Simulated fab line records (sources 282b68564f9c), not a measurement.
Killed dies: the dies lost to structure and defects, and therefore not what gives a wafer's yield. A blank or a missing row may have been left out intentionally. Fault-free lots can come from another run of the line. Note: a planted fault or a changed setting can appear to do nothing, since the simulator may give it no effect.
A lot that was struck, set against a sound lot / flow ritCmos / 15 steps out of a route of 202
Sound: wafers L707.3, L707.4, L707.5. Wafers struck: L695.1, L695.3, L695.4. Last of all comes the cause.
For every step that has rows: the tool of each side, followed by ch and its chambers, followed by its first start. Under that, the readings that differ: sound wafers / struck wafers / difference of the means / sigmas: that difference in standard deviations of wafers without a fault.
alike: words and numbers the same on both sides, and readings whose means are apart by under 2 such deviations; not compared: readings that were withheld, readings missing a value for some wafer, numbers with overlapping values and no deviation given by the record, and bounds like >300 which may hide the same value.
Wherever a step has rows on one side only, a row that says differs or no value, or a row with sigmas, the two part there. Non-overlapping numbers with no deviation appear without sigmas and do not part them. Lack of a reading on every wafer of one side parts them only where that side has two or more wafers.

RIT_GATE_THK_MEAS_07:
  sound on filmMetro-03, day 6 04:18; struck on filmMetro-01, day 3 21:01
  alike: GATE_OXIDE_THK
then, 1 step without rows for these wafers: RIT_GATE_CVD_08 (deposits poly-Si from SiH4, target thk 250 nm, time 2220 s).
RIT_GATE_THK_MEAS_09:
  sound on filmMetro-03, day 6 05:59; struck on filmMetro-04, day 3 22:41
  alike: GATE_POLY_THK
then, 6 steps without rows for these wafers: RIT_GATE_HMDS_10 (prime time 60 s); RIT_GATE_COAT_11 (resist thk 850 nm); RIT_GATE_SOFTBAKE_12 (time 60 s); RIT_GATE_EXPOSE_13 (exposes mask M6, target cd 150 nm); RIT_GATE_PEB_14; RIT_GATE_DEVELOP_15 (develop time 50 s).
RIT_GATE_CD_MEAS_16 targets a cd of 150 nm.
  sound on cdSem-01, day 6 07:02; struck on cdSem-01, day 3 23:36
  alike: cdNm
RIT_GATE_OVL_MEAS_17:
  sound on overlay-02, day 6 07:07; struck on overlay-02, day 3 23:43
  alike: GATE_OVL
then, 1 step without rows for these wafers: RIT_GATE_HARDBAKE_18 (time 60 s).
RIT_GATE_ETCH_19: etches poly-Si in SF6/CHF3/O2, stops on SiO2, time 165 s, target depth 312.5 nm.
  sound on rieSi-01 ch 1,2,3, day 6 07:18; struck on rieSi-01 ch 0,1,3, day 3 23:55
  alike: CHF3_flow_sccm, drypumpMotorCurrentA, oesProductAu, throttleValvePct
  not compared: rfHoursCounterH, model.NOVOLAK_of_GATE_COAT_11.thkNm
RIT_GATE_STRIP_20: strips in O2, time 180 s.
  sound on plasmaAsher-02 ch 0,1, day 6 07:28; struck on plasmaAsher-01 ch 0,1, day 4 00:01
  alike: drypumpMotorCurrentA
  not compared: rfHoursCounterH
RIT_M1_PROBE_99:
  sound on prober-02, day 7 04:29; struck on prober-02, day 4 23:32
reading=model.etest.polyCombOverSteps.leakLog10AUm; sound=-12.7 -12.74 -12.33; struck=-10.39 -12.19 -10.59; difference=+1.53; sigmas=
  alike: killed_at_M0_to_M3, killedAtFrontEnd, killedDies, killedOpen, killedShort

WHERE THEY PART
Nowhere in this record.

WHY: what had been put in by the simulator
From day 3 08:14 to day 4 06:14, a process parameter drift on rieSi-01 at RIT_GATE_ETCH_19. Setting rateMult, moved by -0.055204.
